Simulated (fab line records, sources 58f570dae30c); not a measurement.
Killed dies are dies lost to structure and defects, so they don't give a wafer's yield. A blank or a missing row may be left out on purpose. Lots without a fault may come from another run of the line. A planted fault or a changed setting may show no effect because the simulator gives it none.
Which tool did it? | flow berkeley_cmos170 | 14 lots, 42 wafers sampled, at 3 steps of a route of 331

WHAT THE GAUGES READ, wafer by wafer
UCB170_PFIELD_TW_MEAS_09.
lot  | measured     | on            | PFIELD_TW
L520 | day 5 12:29  | film_metro-01 | 600 598 597
L519 | day 5 12:19  | film_metro-03 | 598 599 597
L518 | day 5 12:34  | film_metro-02 | 596 594 595
L523 | day 6 11:35  | film_metro-02 | 598 597 597
L524 | day 6 16:56  | film_metro-01 | 592 592 593
L528 | day 7 04:19  | film_metro-01 | 601 598 602
L527 | day 7 04:35  | film_metro-03 | 30 30 30 30 30 30
L532 | day 7 14:32  | film_metro-02 | 30 30 30 30 30 30
L530 | day 7 14:47  | film_metro-01 | 599 600 598
L531 | day 7 15:02  | film_metro-01 | 601 599 602
L539 | day 9 10:56  | film_metro-02 | 594 596 594
L538 | day 9 11:07  | film_metro-03 | 607 604 605
L537 | day 9 11:28  | film_metro-01 | 598 597 601
L541 | day 10 06:42 | film_metro-03 | 601 603 600

WHICH TOOL RAN EACH LOT (tool, then ch and the chambers of the sampled wafers, then the start)
lot  | UCB170_ACTIVE_STRIP_16              | UCB170_PFIELD_STRIP_08
L520 | plasma_asher-04 ch 0,1, day 5 09:17 | plasma_asher-04 ch 0,1, day 5 12:22
L519 | plasma_asher-02 ch 0,1, day 5 09:23 | plasma_asher-03 ch 0,1, day 5 12:12
L518 | plasma_asher-02 ch 0, day 5 09:52   | plasma_asher-03 ch 0,1, day 5 12:28
L523 | plasma_asher-02 ch 1, day 6 09:20   | plasma_asher-03 ch 0,1, day 6 11:28
L524 | plasma_asher-01 ch 1, day 6 14:47   | plasma_asher-02 ch 1, day 6 16:50
L528 | plasma_asher-04 ch 1, day 7 00:37   | plasma_asher-03 ch 0,1, day 7 04:13
L527 | plasma_asher-01 ch 0,1, day 7 00:41 | plasma_asher-04 ch 0,1, day 7 04:29
L532 | plasma_asher-02 ch 0,1, day 7 12:05 | plasma_asher-02 ch 0,1, day 7 14:26
L530 | plasma_asher-01 ch 0, day 7 12:23   | plasma_asher-04 ch 0,1, day 7 14:41
L531 | plasma_asher-02 ch 0,1, day 7 12:40 | plasma_asher-02 ch 0,1, day 7 14:55
L539 | plasma_asher-02 ch 0,1, day 9 08:59 | plasma_asher-03 ch 0,1, day 9 10:49
L538 | plasma_asher-01 ch 0, day 9 09:14   | plasma_asher-02 ch 0,1, day 9 11:01
L537 | plasma_asher-01 ch 0,1, day 9 09:37 | plasma_asher-03 ch 0,1, day 9 11:22
L541 | plasma_asher-02 ch 0, day 10 03:50  | plasma_asher-02 ch 1, day 10 06:36
- UCB170_ACTIVE_STRIP_16: strips in O2.
- UCB170_PFIELD_STRIP_08: strips in O2.

WHAT THE TOOLS THEMSELVES READ (means of the sampled wafers that have a number; where no wafer has one, the mark that the record gives instead)
UCB170_ACTIVE_STRIP_16.
lot  | tool            | chamber_pressure_mTorr (mTorr) | drypump_motor_current_A (A) | oes_product_au (a.u.) | strip_time_to_endpoint_s (s)
L520 | plasma_asher-04 | 3497                           | 5.9                         | 0.721                 | 18.10
L519 | plasma_asher-02 | 3502                           | 5.6                         | 0.725                 | 18.05
L518 | plasma_asher-02 | 3498                           | 6.5                         | 0.719                 | 18.03
L523 | plasma_asher-02 | 3498                           | 5.2                         | 0.723                 | 18.11
L524 | plasma_asher-01 | 3500                           | 6.6                         | 0.722                 | 18.08
L528 | plasma_asher-04 | 3502                           | 5.9                         | 0.723                 | 18.09
L527 | plasma_asher-01 | -                              | -                           | -                     | -
L532 | plasma_asher-02 | -                              | -                           | -                     | -
L530 | plasma_asher-01 | 3500                           | 6.5                         | 0.719                 | 18.19
L531 | plasma_asher-02 | 3502                           | 5.6                         | 0.721                 | 18.19
L539 | plasma_asher-02 | 3501                           | 6.0                         | 0.722                 | 18.08
L538 | plasma_asher-01 | 3499                           | 6.5                         | 0.719                 | 18.07
L537 | plasma_asher-01 | 3497                           | 6.5                         | 0.722                 | 18.15
L541 | plasma_asher-02 | 3499                           | 6.5                         | 0.720                 | 18.15

UCB170_PFIELD_STRIP_08.
lot  | tool            | chamber_pressure_mTorr (mTorr) | drypump_motor_current_A (A) | oes_product_au (a.u.) | strip_time_to_endpoint_s (s)
L520 | plasma_asher-04 | 3501                           | 5.9                         | 0.729                 | 21.62
L519 | plasma_asher-03 | 3497                           | 5.3                         | 0.733                 | 21.62
L518 | plasma_asher-03 | 3501                           | 5.3                         | 0.738                 | 21.72
L523 | plasma_asher-03 | 3499                           | 5.4                         | 0.737                 | 21.65
L524 | plasma_asher-02 | 3500                           | 5.2                         | 0.729                 | 21.58
L528 | plasma_asher-03 | 3497                           | 5.3                         | 0.739                 | 21.63
L527 | plasma_asher-04 | 3496                           | 5.9                         | 0.737                 | 43.04
L532 | plasma_asher-02 | 3499                           | 6.1                         | 0.736                 | 43.00
L530 | plasma_asher-04 | 3503                           | 5.9                         | 0.736                 | 21.56
L531 | plasma_asher-02 | 3504                           | 6.1                         | 0.731                 | 21.65
L539 | plasma_asher-03 | 3499                           | 5.4                         | 0.733                 | 21.56
L538 | plasma_asher-02 | 3503                           | 6.0                         | 0.733                 | 21.48
L537 | plasma_asher-03 | 3501                           | 5.4                         | 0.736                 | 21.56
L541 | plasma_asher-02 | 3504                           | 5.2                         | 0.732                 | 21.55

THE ANSWER, worked out from the rows above alone
Rule: what is usual is taken from the lots themselves. Put in order of their means at a reading, lots are off if they are a third of the lots or fewer, leave a main group of 4 or more, and stand apart from it by a gap of 3 or more times the standard deviation of the main group's means; of several such gaps the widest counts. A main group whose means are all the same, to the digits that the tables above print for the reading, isn't used. A lot without any number at a reading at which 4 lots or more have one is off too. The other lots that the step has rows for count as sound. The gauges are gone through in route order, then the tools' own readings, and for those a lot's mean is taken as printed above. The first step at which some lot is off is used, and at that step the reading that is off furthest; a lot without a number counts as furthest.
Off: L527, L532, at UCB170_PFIELD_TW_MEAS_09 (PFIELD_TW). The main group: mean 598, standard deviation 3.3.
A tool fits if, at a process step before that reading, it ran every lot that is off, and no sound lot after the first of them. The gauges at UCB170_PFIELD_TW_MEAS_09 aren't tried: what is off there is off at UCB170_ACTIVE_STRIP_16 too, on other tools, and a gauge's error can't cause that. None of those tried fits.

WHAT THE SIMULATOR HAD PUT IN
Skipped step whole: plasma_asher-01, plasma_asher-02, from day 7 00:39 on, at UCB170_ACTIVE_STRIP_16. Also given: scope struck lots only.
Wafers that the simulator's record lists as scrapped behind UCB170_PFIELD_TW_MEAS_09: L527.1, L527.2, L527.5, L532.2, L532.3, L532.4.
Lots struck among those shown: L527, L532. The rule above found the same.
